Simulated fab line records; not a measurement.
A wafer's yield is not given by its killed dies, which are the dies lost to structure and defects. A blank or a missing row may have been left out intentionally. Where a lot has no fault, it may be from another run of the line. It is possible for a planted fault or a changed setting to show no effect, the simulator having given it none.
A single fault, viewed from 2 desks	flow berkeleyCmos170	what lay behind the numbers comes last; until then each desk has only its own

## FROM THE METROLOGY DESK
Lot by lot, what the gauges showed, no matter which tool ran the lot: averages of those sampled wafers that carry a number. Marked OUT: a lot whose mean sits more than 4 standard deviations from the usual mean, which makes it out of limits; the brackets give that distance.
Columns: A = GATE_POLY_THK at UCB170_GATE_THK_MEAS_05, usual 214.2 nm
lot	first seen here	A
L927	day 6 06:51	212.5
L929	day 6 14:24	214.1
L928	day 6 14:25	215.8
L931	day 7 03:41	216.1
L930	day 7 03:43	215.7
L934	day 7 17:13	215.3
L933	day 7 17:14	213.6
L936	day 8 03:49	215.4
L935	day 8 03:50	213.8
L942	day 9 10:20	358.4 (+72) OUT
L941	day 9 10:22	360.1 (+73) OUT
L943	day 9 10:25	358.9 (+72) OUT
L947	day 10 12:02	209.2
L946	day 10 12:06	211.7
L948	day 10 12:09	215.5
This desk finds L941, L942, L943 out of limits, with the earliest case on L942 at day 9 10:20 (GATE_POLY_THK at UCB170_GATE_THK_MEAS_05). In limits: L927, L929, L928, L931, L930, L934, L933, L936, L935, L947, L946, L948.

## AT THE TOOL OWNER'S DESK: lpcvd-02
The tool's own readings at UCB170_GATE_CVD_04 (deposits poly-Si from SiH4, time 1440 s, target thk 214 nm): means of the sampled wafers that have a number, for each lot that ran on this tool. Marked OUT: a lot whose mean sits more than 4 standard deviations from the usual mean, which makes it out of limits; the brackets give that distance.
Columns: A = pressureMtorr at UCB170_GATE_CVD_04, usual 375.0 mTorr; B = spikeTcSourceC at UCB170_GATE_CVD_04, usual 630.1 C
lot	first seen here	A	B
L928	day 6 13:00	375.4	631.7
L929	day 6 13:00	375.3	628.1
L930	day 7 02:16	375.3	627.9
L931	day 7 02:16	374.6	628.8
L941	day 9 08:56	375.4	628.3
L942	day 9 08:56	374.7	630.0
L943	day 9 08:56	374.3	628.7
This desk found nothing out of limits on any of the 7 lots.

## BROUGHT TOGETHER
On L941, L942, L943, the metrology desk was in a position to raise an alarm at day 9 10:20.
Nothing out of limits was seen by the tool owner's desk.
Tool owner's desk: L941, L942, L943 on record, inside its limits.
Every lot named ran UCB170_GATE_CVD_04 on lpcvd-02.

## WHAT THE SIMULATOR HAD INSERTED
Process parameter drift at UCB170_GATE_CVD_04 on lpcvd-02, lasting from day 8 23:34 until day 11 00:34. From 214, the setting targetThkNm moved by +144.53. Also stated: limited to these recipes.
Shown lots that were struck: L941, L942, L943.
Per desk, hours elapsed from the start of the fault to the first reading out of limits: for the metrology desk, 11.
